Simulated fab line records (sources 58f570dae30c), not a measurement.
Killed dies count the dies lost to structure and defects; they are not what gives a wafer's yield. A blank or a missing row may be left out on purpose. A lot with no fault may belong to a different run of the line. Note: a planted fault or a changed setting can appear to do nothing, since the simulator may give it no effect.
fab line records :: flow berkeleyCmos170
record
  lots=7
  wafers=21
  lastDay=11
route steps=331 shown SILICIDE@210 CONTACT@216
lots with no fault: from the same line, run without faults
startH: hours from the record's first day to the start of the lot's first wafer shown :: waitH: hours since the lot's step before :: " same as the row above :: L1.1+2: several wafers, shown together as one row :: - either no value or no given start :: * or withheld: withheld :: < > ~ a bound
route shown NAME@n: names a module that has steps shown in the file, with the first one's number in the route :: usual: mean/standard deviation of fault-free wafers :: same: alike in all rows :: chamber/n: place in a boat :: sites: each site's reading :: _std_site: how widely they spread, as a standard deviation :: _edge_site: mean of outer sites minus mean of inner sites :: radiusMm: how far each site lies from the wafer's centre :: mask NAME#n: copy n :: behind: tool/chamber where the wafer was last shaped :: hold: why the lot was held/for how many hours/how that ended :: device: the transistor (n, p or np) that didn't switch :: end of line: tests of these same wafers at the route's end :: a step given without rows: its recipe and nothing more :: killed: count of dies lost to structure and defects at first sort (not the wafer's yield) :: map: dies across one wafer; x = killed, . = not, _ = none there
set.NAME: the setting as run; set.NAME@STEP: as run at that earlier step :: model.NAME: the simulator's own value behind a step, which no gauge read
certain route steps with their lots: each step a table, each wafer a row
services: from which hour (startH, from the record's first day; less than 0 if before it) a tool's chamber was out of use, for how many hours, and why
## steps
# step UCB170_SILICIDE_PRE_CLEAN_00
# recipe
  gas=Ar
  precleanEtchTimeS=60
# step UCB170_SILICIDE_SPUTTER_01
# recipe
  material=Ti
  targetThkNm=30
  timeS=25
  powerW=1500
  chamberPressurePa=0.5
# usual
  throttleValvePct=30.0/1.1
lot.wafer: L343.3
tool: pvdSputter-02
chamber: -
startH: 158.38
waitH: 0.0
throttleValvePct: 30.6

lot.wafer: L343.4
tool: pvdSputter-02
chamber: -
startH: 158.38
waitH: 0.0
throttleValvePct: 30.0

lot.wafer: L343.6
tool: pvdSputter-02
chamber: -
startH: 158.38
waitH: 0.0
throttleValvePct: 30.7

lot.wafer: L349.1
tool: pvdSputter-04
chamber: -
startH: 184.79
waitH: 0.0
throttleValvePct: 28.5

lot.wafer: L349.3
tool: pvdSputter-04
chamber: -
startH: 184.79
waitH: 0.0
throttleValvePct: 30.7

lot.wafer: L349.4
tool: pvdSputter-04
chamber: -
startH: 184.79
waitH: 0.0
throttleValvePct: 31.8

lot.wafer: L348.3
tool: pvdSputter-02
chamber: -
startH: 185.88
waitH: 0.0
throttleValvePct: 29.9

lot.wafer: L348.5
tool: pvdSputter-02
chamber: -
startH: 185.88
waitH: 0.0
throttleValvePct: 28.0

lot.wafer: L348.6
tool: pvdSputter-02
chamber: -
startH: 185.88
waitH: 0.0
throttleValvePct: 30.1

lot.wafer: L351.2
tool: pvdSputter-03
chamber: -
startH: 185.88
waitH: 0.0
throttleValvePct: 29.4

lot.wafer: L351.4
tool: pvdSputter-03
chamber: -
startH: 185.88
waitH: 0.0
throttleValvePct: 28.8

lot.wafer: L351.5
tool: pvdSputter-03
chamber: -
startH: 185.88
waitH: 0.0
throttleValvePct: 29.9

lot.wafer: L359.2
tool: pvdSputter-02
chamber: -
startH: 234.70
waitH: 0.0
throttleValvePct: 30.6

lot.wafer: L359.5
tool: pvdSputter-02
chamber: -
startH: 234.70
waitH: 0.0
throttleValvePct: 27.9

lot.wafer: L359.6
tool: pvdSputter-02
chamber: -
startH: 234.70
waitH: 0.0
throttleValvePct: 30.4

lot.wafer: L360.1
tool: pvdSputter-03
chamber: -
startH: 235.12
waitH: 0.0
throttleValvePct: 30.6

lot.wafer: L360.2
tool: pvdSputter-03
chamber: -
startH: 235.12
waitH: 0.0
throttleValvePct: 29.1

lot.wafer: L360.3
tool: pvdSputter-03
chamber: -
startH: 235.12
waitH: 0.0
throttleValvePct: 29.8

lot.wafer: L362.1
tool: pvdSputter-04
chamber: -
startH: 249.29
waitH: 0.0
throttleValvePct: 31.9

lot.wafer: L362.2
tool: pvdSputter-04
chamber: -
startH: 249.29
waitH: 0.0
throttleValvePct: 30.5

lot.wafer: L362.5
tool: pvdSputter-04
chamber: -
startH: 249.29
waitH: 0.0
throttleValvePct: 28.3
# step UCB170_SILICIDE_RS_MEAS_02
# recipe
  thkMeasGauge=four-point-probe
  reads=Ti_of_SILICIDE_SPUTTER_01
# usual
  SILICIDE_TI_RS=26.2/0.33
lot.wafer: L343.3
tool: filmMetro-03
chamber: -
startH: 158.45
waitH: 0.1
SILICIDE_TI_RS[ohm/sq]: 26.7

lot.wafer: L343.4
tool: filmMetro-03
chamber: -
startH: 158.45
waitH: 0.1
SILICIDE_TI_RS[ohm/sq]: 26.9

lot.wafer: L343.6
tool: filmMetro-03
chamber: -
startH: 158.45
waitH: 0.1
SILICIDE_TI_RS[ohm/sq]: 26.9

lot.wafer: L349.1
tool: filmMetro-04
chamber: -
startH: 184.82
waitH: 0.0
SILICIDE_TI_RS[ohm/sq]: 26.5

lot.wafer: L349.3
tool: filmMetro-04
chamber: -
startH: 184.82
waitH: 0.0
SILICIDE_TI_RS[ohm/sq]: 26.0

lot.wafer: L349.4
tool: filmMetro-04
chamber: -
startH: 184.82
waitH: 0.0
SILICIDE_TI_RS[ohm/sq]: 26.5

lot.wafer: L351.2
tool: filmMetro-02
chamber: -
startH: 185.93
waitH: 0.0
SILICIDE_TI_RS[ohm/sq]: 26.1

lot.wafer: L351.4
tool: filmMetro-02
chamber: -
startH: 185.93
waitH: 0.0
SILICIDE_TI_RS[ohm/sq]: 26.4

lot.wafer: L351.5
tool: filmMetro-02
chamber: -
startH: 185.93
waitH: 0.0
SILICIDE_TI_RS[ohm/sq]: 26.1

lot.wafer: L348.3
tool: filmMetro-03
chamber: -
startH: 185.95
waitH: 0.1
SILICIDE_TI_RS[ohm/sq]: 26.6

lot.wafer: L348.5
tool: filmMetro-03
chamber: -
startH: 185.95
waitH: 0.1
SILICIDE_TI_RS[ohm/sq]: 26.4

lot.wafer: L348.6
tool: filmMetro-03
chamber: -
startH: 185.95
waitH: 0.1
SILICIDE_TI_RS[ohm/sq]: 26.3

lot.wafer: L359.2
tool: filmMetro-03
chamber: -
startH: 234.75
waitH: 0.0
SILICIDE_TI_RS[ohm/sq]: 26.4

lot.wafer: L359.5
tool: filmMetro-03
chamber: -
startH: 234.75
waitH: 0.0
SILICIDE_TI_RS[ohm/sq]: 26.3

lot.wafer: L359.6
tool: filmMetro-03
chamber: -
startH: 234.75
waitH: 0.0
SILICIDE_TI_RS[ohm/sq]: 25.8

lot.wafer: L360.1
tool: filmMetro-03
chamber: -
startH: 235.15
waitH: 0.0
SILICIDE_TI_RS[ohm/sq]: 25.8

lot.wafer: L360.2
tool: filmMetro-03
chamber: -
startH: 235.15
waitH: 0.0
SILICIDE_TI_RS[ohm/sq]: 26.1

lot.wafer: L360.3
tool: filmMetro-03
chamber: -
startH: 235.15
waitH: 0.0
SILICIDE_TI_RS[ohm/sq]: 26.1

lot.wafer: L362.1
tool: filmMetro-03
chamber: -
startH: 249.32
waitH: 0.0
SILICIDE_TI_RS[ohm/sq]: 26.0

lot.wafer: L362.2
tool: filmMetro-03
chamber: -
startH: 249.32
waitH: 0.0
SILICIDE_TI_RS[ohm/sq]: 25.7

lot.wafer: L362.5
tool: filmMetro-03
chamber: -
startH: 249.32
waitH: 0.0
SILICIDE_TI_RS[ohm/sq]: 26.2
# step UCB170_SILICIDE_THK_MEAS_03
# recipe
  thkMeasGauge=xrf
  reads=Ti_of_SILICIDE_SPUTTER_01
# usual
  SILICIDE_TI_THK=30.0/0.34
lot.wafer: L343.3
tool: filmMetro-03
chamber: -
startH: 158.55
waitH: 0.1
SILICIDE_TI_THK[nm]: 29.6

lot.wafer: L343.4
tool: filmMetro-03
chamber: -
startH: 158.55
waitH: 0.1
SILICIDE_TI_THK[nm]: 29.3

lot.wafer: L343.6
tool: filmMetro-03
chamber: -
startH: 158.55
waitH: 0.1
SILICIDE_TI_THK[nm]: 29.5

lot.wafer: L349.1
tool: filmMetro-04
chamber: -
startH: 184.94
waitH: 0.1
SILICIDE_TI_THK[nm]: 29.8

lot.wafer: L349.3
tool: filmMetro-04
chamber: -
startH: 184.94
waitH: 0.1
SILICIDE_TI_THK[nm]: 30.1

lot.wafer: L349.4
tool: filmMetro-04
chamber: -
startH: 184.94
waitH: 0.1
SILICIDE_TI_THK[nm]: 29.9

lot.wafer: L351.2
tool: filmMetro-02
chamber: -
startH: 186.04
waitH: 0.1
SILICIDE_TI_THK[nm]: 30.0

lot.wafer: L351.4
tool: filmMetro-02
chamber: -
startH: 186.04
waitH: 0.1
SILICIDE_TI_THK[nm]: 29.7

lot.wafer: L351.5
tool: filmMetro-02
chamber: -
startH: 186.04
waitH: 0.1
SILICIDE_TI_THK[nm]: 30.1

lot.wafer: L348.3
tool: filmMetro-03
chamber: -
startH: 186.05
waitH: 0.1
SILICIDE_TI_THK[nm]: 29.8

lot.wafer: L348.5
tool: filmMetro-03
chamber: -
startH: 186.05
waitH: 0.1
SILICIDE_TI_THK[nm]: 29.9

lot.wafer: L348.6
tool: filmMetro-03
chamber: -
startH: 186.05
waitH: 0.1
SILICIDE_TI_THK[nm]: 30.0

lot.wafer: L359.2
tool: filmMetro-03
chamber: -
startH: 234.86
waitH: 0.1
SILICIDE_TI_THK[nm]: 30.0

lot.wafer: L359.5
tool: filmMetro-03
chamber: -
startH: 234.86
waitH: 0.1
SILICIDE_TI_THK[nm]: 30.1

lot.wafer: L359.6
tool: filmMetro-03
chamber: -
startH: 234.86
waitH: 0.1
SILICIDE_TI_THK[nm]: 30.5

lot.wafer: L360.1
tool: filmMetro-03
chamber: -
startH: 235.27
waitH: 0.1
SILICIDE_TI_THK[nm]: 30.6

lot.wafer: L360.2
tool: filmMetro-03
chamber: -
startH: 235.27
waitH: 0.1
SILICIDE_TI_THK[nm]: 30.2

lot.wafer: L360.3
tool: filmMetro-03
chamber: -
startH: 235.27
waitH: 0.1
SILICIDE_TI_THK[nm]: 30.4

lot.wafer: L362.1
tool: filmMetro-03
chamber: -
startH: 249.44
waitH: 0.1
SILICIDE_TI_THK[nm]: 30.2

lot.wafer: L362.2
tool: filmMetro-03
chamber: -
startH: 249.44
waitH: 0.1
SILICIDE_TI_THK[nm]: 30.6

lot.wafer: L362.5
tool: filmMetro-03
chamber: -
startH: 249.44
waitH: 0.1
SILICIDE_TI_THK[nm]: 30.1
# step UCB170_SILICIDE_RTA_04
# recipe
  tempC=650
  timeS=15
  ambient=N2
# usual
  lampPowerPct=12.4/0.74
  wafer_temp_C_max=652.9/0.66
lot.wafer: L343.3
tool: rtpAnneal-01
chamber: 0
startH: 158.61
waitH: 0.1
lampPowerPct: 11.5
wafer_temp_C_max: 653.5

lot.wafer: L343.4
tool: rtpAnneal-01
chamber: 0
startH: 158.61
waitH: 0.1
lampPowerPct: 11.5
wafer_temp_C_max: 652.9

lot.wafer: L343.6
tool: rtpAnneal-01
chamber: 0
startH: 158.61
waitH: 0.1
lampPowerPct: 11.5
wafer_temp_C_max: 652.7

lot.wafer: L349.1
tool: rtpAnneal-02
chamber: 0
startH: 185.00
waitH: 0.1
lampPowerPct: 13.0
wafer_temp_C_max: 653.1

lot.wafer: L349.3
tool: rtpAnneal-02
chamber: 0
startH: 185.00
waitH: 0.1
lampPowerPct: 13.0
wafer_temp_C_max: 652.9

lot.wafer: L349.4
tool: rtpAnneal-02
chamber: 0
startH: 185.00
waitH: 0.1
lampPowerPct: 13.0
wafer_temp_C_max: 654.7

lot.wafer: L351.2
tool: rtpAnneal-01
chamber: 0
startH: 186.11
waitH: 0.1
lampPowerPct: 11.5
wafer_temp_C_max: 652.8

lot.wafer: L351.4
tool: rtpAnneal-01
chamber: 0
startH: 186.11
waitH: 0.1
lampPowerPct: 11.6
wafer_temp_C_max: 653.3

lot.wafer: L351.5
tool: rtpAnneal-01
chamber: 0
startH: 186.11
waitH: 0.1
lampPowerPct: 11.6
wafer_temp_C_max: 652.7

lot.wafer: L348.3
tool: rtpAnneal-02
chamber: 0
startH: 186.12
waitH: 0.1
lampPowerPct: 13.0
wafer_temp_C_max: 652.7

lot.wafer: L348.5
tool: rtpAnneal-02
chamber: 0
startH: 186.12
waitH: 0.1
lampPowerPct: 13.0
wafer_temp_C_max: 652.1

lot.wafer: L348.6
tool: rtpAnneal-02
chamber: 0
startH: 186.12
waitH: 0.1
lampPowerPct: 13.0
wafer_temp_C_max: 653.1

lot.wafer: L359.2
tool: rtpAnneal-01
chamber: 0
startH: 234.92
waitH: 0.1
lampPowerPct: 11.6
wafer_temp_C_max: 652.1

lot.wafer: L359.5
tool: rtpAnneal-01
chamber: 0
startH: 234.92
waitH: 0.1
lampPowerPct: 11.6
wafer_temp_C_max: 653.1

lot.wafer: L359.6
tool: rtpAnneal-01
chamber: 0
startH: 234.92
waitH: 0.1
lampPowerPct: 11.6
wafer_temp_C_max: 652.2

lot.wafer: L360.1
tool: rtpAnneal-01
chamber: 0
startH: 235.33
waitH: 0.1
lampPowerPct: 11.6
wafer_temp_C_max: 654.5

lot.wafer: L360.2
tool: rtpAnneal-01
chamber: 0
startH: 235.33
waitH: 0.1
lampPowerPct: 11.5
wafer_temp_C_max: 653.6

lot.wafer: L360.3
tool: rtpAnneal-01
chamber: 0
startH: 235.33
waitH: 0.1
lampPowerPct: 11.5
wafer_temp_C_max: 652.2

lot.wafer: L362.1
tool: rtpAnneal-02
chamber: 0
startH: 249.50
waitH: 0.1
lampPowerPct: 13.0
wafer_temp_C_max: 652.3

lot.wafer: L362.2
tool: rtpAnneal-02
chamber: 0
startH: 249.50
waitH: 0.1
lampPowerPct: 13.0
wafer_temp_C_max: 653.2

lot.wafer: L362.5
tool: rtpAnneal-02
chamber: 0
startH: 249.50
waitH: 0.1
lampPowerPct: 13.0
wafer_temp_C_max: 652.9
# step UCB170_SILICIDE_WET_ETCH_05
# recipe
  chemistry=SPM
  timeS=45
  tempC=120
  target=Ti
# step UCB170_CONTACT_CLEAN_00
# recipe
  chemistry=SPM
  tempC=120
  timeS=600
# step UCB170_CONTACT_CVD_01
# recipe
  material=PSG
  targetThkNm=700
  tempC=450
  precursor=SiH4/O2/PH3
  timeS=2820
  pressureMtorr=300
  sih4FlowSccm=60
  o2FlowSccm=90
  ph3FlowSccm=25
# step UCB170_CONTACT_THK_MEAS_02
# recipe
  reads=PSG_of_CONTACT_CVD_01
# usual
  CONTACT_PSG_THK=698/7.9
lot.wafer: L343.3
tool: filmMetro-04
chamber: -
startH: 160.79
waitH: 0.0
CONTACT_PSG_THK[nm]: 703

lot.wafer: L343.4
tool: filmMetro-04
chamber: -
startH: 160.79
waitH: 0.0
CONTACT_PSG_THK[nm]: 696

lot.wafer: L343.6
tool: filmMetro-04
chamber: -
startH: 160.79
waitH: 0.0
CONTACT_PSG_THK[nm]: 695

lot.wafer: L349.1
tool: filmMetro-03
chamber: -
startH: 187.06
waitH: 0.0
CONTACT_PSG_THK[nm]: 699

lot.wafer: L349.3
tool: filmMetro-03
chamber: -
startH: 187.06
waitH: 0.0
CONTACT_PSG_THK[nm]: 697

lot.wafer: L349.4
tool: filmMetro-03
chamber: -
startH: 187.06
waitH: 0.0
CONTACT_PSG_THK[nm]: 699

lot.wafer: L351.2
tool: filmMetro-01
chamber: -
startH: 188.85
waitH: 0.0
CONTACT_PSG_THK[nm]: 711

lot.wafer: L351.4
tool: filmMetro-01
chamber: -
startH: 188.85
waitH: 0.0
CONTACT_PSG_THK[nm]: 704

lot.wafer: L351.5
tool: filmMetro-01
chamber: -
startH: 188.85
waitH: 0.0
CONTACT_PSG_THK[nm]: 713

lot.wafer: L348.3
tool: filmMetro-03
chamber: -
startH: 188.86
waitH: 0.0
CONTACT_PSG_THK[nm]: 705

lot.wafer: L348.5
tool: filmMetro-03
chamber: -
startH: 188.86
waitH: 0.0
CONTACT_PSG_THK[nm]: 700

lot.wafer: L348.6
tool: filmMetro-03
chamber: -
startH: 188.86
waitH: 0.0
CONTACT_PSG_THK[nm]: 700

lot.wafer: L360.1
tool: filmMetro-01
chamber: -
startH: 237.39
waitH: 0.0
CONTACT_PSG_THK[nm]: 695

lot.wafer: L360.2
tool: filmMetro-01
chamber: -
startH: 237.39
waitH: 0.0
CONTACT_PSG_THK[nm]: 697

lot.wafer: L360.3
tool: filmMetro-01
chamber: -
startH: 237.39
waitH: 0.0
CONTACT_PSG_THK[nm]: 698

lot.wafer: L359.2
tool: filmMetro-03
chamber: -
startH: 237.88
waitH: 0.0
CONTACT_PSG_THK[nm]: 692

lot.wafer: L359.5
tool: filmMetro-03
chamber: -
startH: 237.88
waitH: 0.0
CONTACT_PSG_THK[nm]: 693

lot.wafer: L359.6
tool: filmMetro-03
chamber: -
startH: 237.88
waitH: 0.0
CONTACT_PSG_THK[nm]: 691

lot.wafer: L362.1
tool: filmMetro-04
chamber: -
startH: 253.28
waitH: 0.0
CONTACT_PSG_THK[nm]: 699

lot.wafer: L362.2
tool: filmMetro-04
chamber: -
startH: 253.28
waitH: 0.0
CONTACT_PSG_THK[nm]: 697

lot.wafer: L362.5
tool: filmMetro-04
chamber: -
startH: 253.28
waitH: 0.0
CONTACT_PSG_THK[nm]: 703
# step UCB170_CONTACT_HMDS_03
# recipe
  primeTimeS=60
  primeTempC=100
# step UCB170_CONTACT_COAT_04
# recipe
  resist=KrF
  spinRpm=1500
  resistThkNm=900
# step UCB170_CONTACT_SOFTBAKE_05
# recipe
  resist=KrF
  tempC=130
  timeS=60
# step UCB170_CONTACT_STRIP_06
# recipe
  chemistry=O2
  powerW=400
  pressureMtorr=3500
  platenTempC=withheld
  o2FlowSccm=400
  overashFraction=0.5
# usual
  chamberPressureMTorr=3500/3.3
  drypumpMotorCurrentA=5.7/0.48
  oesProductAu=0.735/0.0052
  stripTimeToEndpointS=21.96/0.058
lot.wafer: L343.3
tool: plasmaAsher-03
chamber: 1
startH: 161.32
waitH: 0.1
chamberPressureMTorr: 3496
drypumpMotorCurrentA: 5.3
oesProductAu: 0.729
rfHoursCounterH: -
stripTimeToEndpointS: 22.06
model.KrF_of_CONTACT_COAT_04.thkNm: 0

lot.wafer: L343.4
tool: plasmaAsher-03
chamber: 0
startH: 161.32
waitH: 0.1
chamberPressureMTorr: 3502
drypumpMotorCurrentA: 5.2
oesProductAu: 0.740
rfHoursCounterH: -
stripTimeToEndpointS: 22.00
model.KrF_of_CONTACT_COAT_04.thkNm: 0

lot.wafer: L343.6
tool: plasmaAsher-03
chamber: 1
startH: 161.32
waitH: 0.1
chamberPressureMTorr: 3498
drypumpMotorCurrentA: 5.3
oesProductAu: 0.731
rfHoursCounterH: -
stripTimeToEndpointS: 22.04
model.KrF_of_CONTACT_COAT_04.thkNm: 0

lot.wafer: L349.1
tool: plasmaAsher-02
chamber: 0
startH: 187.63
waitH: 0.1
chamberPressureMTorr: -
drypumpMotorCurrentA: -
oesProductAu: -
rfHoursCounterH: -
stripTimeToEndpointS: -
model.KrF_of_CONTACT_COAT_04.thkNm: 904

lot.wafer: L349.3
tool: plasmaAsher-02
chamber: 0
startH: 187.63
waitH: 0.1
chamberPressureMTorr: -
drypumpMotorCurrentA: -
oesProductAu: -
rfHoursCounterH: -
stripTimeToEndpointS: -
model.KrF_of_CONTACT_COAT_04.thkNm: 902

lot.wafer: L349.4
tool: plasmaAsher-02
chamber: 1
startH: 187.63
waitH: 0.1
chamberPressureMTorr: -
drypumpMotorCurrentA: -
oesProductAu: -
rfHoursCounterH: -
stripTimeToEndpointS: -
model.KrF_of_CONTACT_COAT_04.thkNm: 905.2

lot.wafer: L351.2
tool: plasmaAsher-02
chamber: 1
startH: 189.39
waitH: 0.1
chamberPressureMTorr: -
drypumpMotorCurrentA: -
oesProductAu: -
rfHoursCounterH: -
stripTimeToEndpointS: -
model.KrF_of_CONTACT_COAT_04.thkNm: 900.7

lot.wafer: L351.4
tool: plasmaAsher-02
chamber: 0
startH: 189.39
waitH: 0.1
chamberPressureMTorr: -
drypumpMotorCurrentA: -
oesProductAu: -
rfHoursCounterH: -
stripTimeToEndpointS: -
model.KrF_of_CONTACT_COAT_04.thkNm: 904

lot.wafer: L351.5
tool: plasmaAsher-02
chamber: 0
startH: 189.39
waitH: 0.1
chamberPressureMTorr: -
drypumpMotorCurrentA: -
oesProductAu: -
rfHoursCounterH: -
stripTimeToEndpointS: -
model.KrF_of_CONTACT_COAT_04.thkNm: 899.9

lot.wafer: L348.3
tool: plasmaAsher-03
chamber: 0
startH: 189.42
waitH: 0.1
chamberPressureMTorr: -
drypumpMotorCurrentA: -
oesProductAu: -
rfHoursCounterH: -
stripTimeToEndpointS: -
model.KrF_of_CONTACT_COAT_04.thkNm: 898.2

lot.wafer: L348.5
tool: plasmaAsher-03
chamber: 0
startH: 189.42
waitH: 0.1
chamberPressureMTorr: -
drypumpMotorCurrentA: -
oesProductAu: -
rfHoursCounterH: -
stripTimeToEndpointS: -
model.KrF_of_CONTACT_COAT_04.thkNm: 899.5

lot.wafer: L348.6
tool: plasmaAsher-03
chamber: 1
startH: 189.42
waitH: 0.1
chamberPressureMTorr: -
drypumpMotorCurrentA: -
oesProductAu: -
rfHoursCounterH: -
stripTimeToEndpointS: -
model.KrF_of_CONTACT_COAT_04.thkNm: 898.5

lot.wafer: L360.1
tool: plasmaAsher-03
chamber: 0
startH: 237.90
waitH: 0.1
chamberPressureMTorr: 3497
drypumpMotorCurrentA: 5.2
oesProductAu: 0.721
rfHoursCounterH: 51
stripTimeToEndpointS: 21.88
model.KrF_of_CONTACT_COAT_04.thkNm: 0

lot.wafer: L360.2
tool: plasmaAsher-03
chamber: 1
startH: 237.90
waitH: 0.1
chamberPressureMTorr: 3505
drypumpMotorCurrentA: 5.3
oesProductAu: 0.742
rfHoursCounterH: 51
stripTimeToEndpointS: 21.91
model.KrF_of_CONTACT_COAT_04.thkNm: 0

lot.wafer: L360.3
tool: plasmaAsher-03
chamber: 1
startH: 237.90
waitH: 0.1
chamberPressureMTorr: 3500
drypumpMotorCurrentA: 5.3
oesProductAu: 0.735
rfHoursCounterH: -
stripTimeToEndpointS: 21.94
model.KrF_of_CONTACT_COAT_04.thkNm: 0

lot.wafer: L359.2
tool: plasmaAsher-02
chamber: 1
startH: 238.38
waitH: 0.1
chamberPressureMTorr: 3501
drypumpMotorCurrentA: 6.4
oesProductAu: 0.732
rfHoursCounterH: 48
stripTimeToEndpointS: 21.84
model.KrF_of_CONTACT_COAT_04.thkNm: 0

lot.wafer: L359.5
tool: plasmaAsher-02
chamber: 1
startH: 238.38
waitH: 0.1
chamberPressureMTorr: 3501
drypumpMotorCurrentA: 6.4
oesProductAu: 0.732
rfHoursCounterH: -
stripTimeToEndpointS: 21.89
model.KrF_of_CONTACT_COAT_04.thkNm: 0

lot.wafer: L359.6
tool: plasmaAsher-02
chamber: 0
startH: 238.38
waitH: 0.1
chamberPressureMTorr: 3507
drypumpMotorCurrentA: 5.3
oesProductAu: 0.730
rfHoursCounterH: -
stripTimeToEndpointS: 21.85
model.KrF_of_CONTACT_COAT_04.thkNm: 0

lot.wafer: L362.1
tool: plasmaAsher-02
chamber: 1
startH: 253.79
waitH: 0.1
chamberPressureMTorr: 3501
drypumpMotorCurrentA: 6.4
oesProductAu: 0.736
rfHoursCounterH: 49
stripTimeToEndpointS: 21.92
model.KrF_of_CONTACT_COAT_04.thkNm: 0

lot.wafer: L362.2
tool: plasmaAsher-02
chamber: 0
startH: 253.79
waitH: 0.1
chamberPressureMTorr: 3496
drypumpMotorCurrentA: 5.3
oesProductAu: 0.736
rfHoursCounterH: 49
stripTimeToEndpointS: 21.96
model.KrF_of_CONTACT_COAT_04.thkNm: 0

lot.wafer: L362.5
tool: plasmaAsher-02
chamber: 0
startH: 253.79
waitH: 0.1
chamberPressureMTorr: 3496
drypumpMotorCurrentA: 5.3
oesProductAu: 0.733
rfHoursCounterH: -
stripTimeToEndpointS: 21.92
model.KrF_of_CONTACT_COAT_04.thkNm: 0
# step UCB170_CONTACT_CLEAN_07
# recipe
  chemistry=SPM
  tempC=120
  timeS=600
## services
tool: rtpAnneal-02
chamber: -
startH: 195.20
hours: 1.5
kind: pm

tool: rtpAnneal-01
chamber: -
startH: 226.92
hours: 4.4
kind: pm

tool: rtpAnneal-02
chamber: -
startH: 244.65
hours: 3.7
kind: pm

tool: pvdSputter-02
chamber: -
startH: 252.02
hours: 8.0
kind: repair
## key
firstSign
  step=UCB170_CONTACT_STRIP_06
  reading=toolRecord
  direction=missing
effect none on later readings
modelEffect
  step=UCB170_CONTACT_STRIP_06
  value=KrF_of_CONTACT_COAT_04.thkNm
  without=0
  struck=901.3
metAt UCB170_CONTACT_STRIP_06
struckWafers L348.3,L348.5,L348.6,L349.1,L349.3,L349.4,L351.2,L351.4,L351.5
laterRowsLeftOut L348.3,L348.5,L348.6,L349.1,L349.3,L349.4,L351.2,L351.4,L351.5
sortLeftOut L348.3,L348.5,L348.6,L349.1,L349.3,L349.4,L351.2,L351.4,L351.5
testerLeftOut L348,L349,L351
onsetBetween 161.32 187.63
fault
  kind=skippedStepWhole
  tool=plasmaAsher-02,plasmaAsher-03
  chamber=-
  onsetH=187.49
  steps=UCB170_CONTACT_STRIP_06
  scope=struckLotsOnly
# testerLeftOut: of these lots the tester's yield and bins aren't shown, on N5 and GAA mostly nor the transistor test; their killed dies are dies lost to structure and defects alone, not to doping, threshold or leakage, so they don't give the yield
# sortLeftOut: the simulated sort isn't trusted on such a fault, so these wafers' sort isn't shown, and their yield isn't known
# laterRowsLeftOut: the simulator's readings of these wafers behind a module that went badly wrong aren't trusted and aren't shown, but for the sort
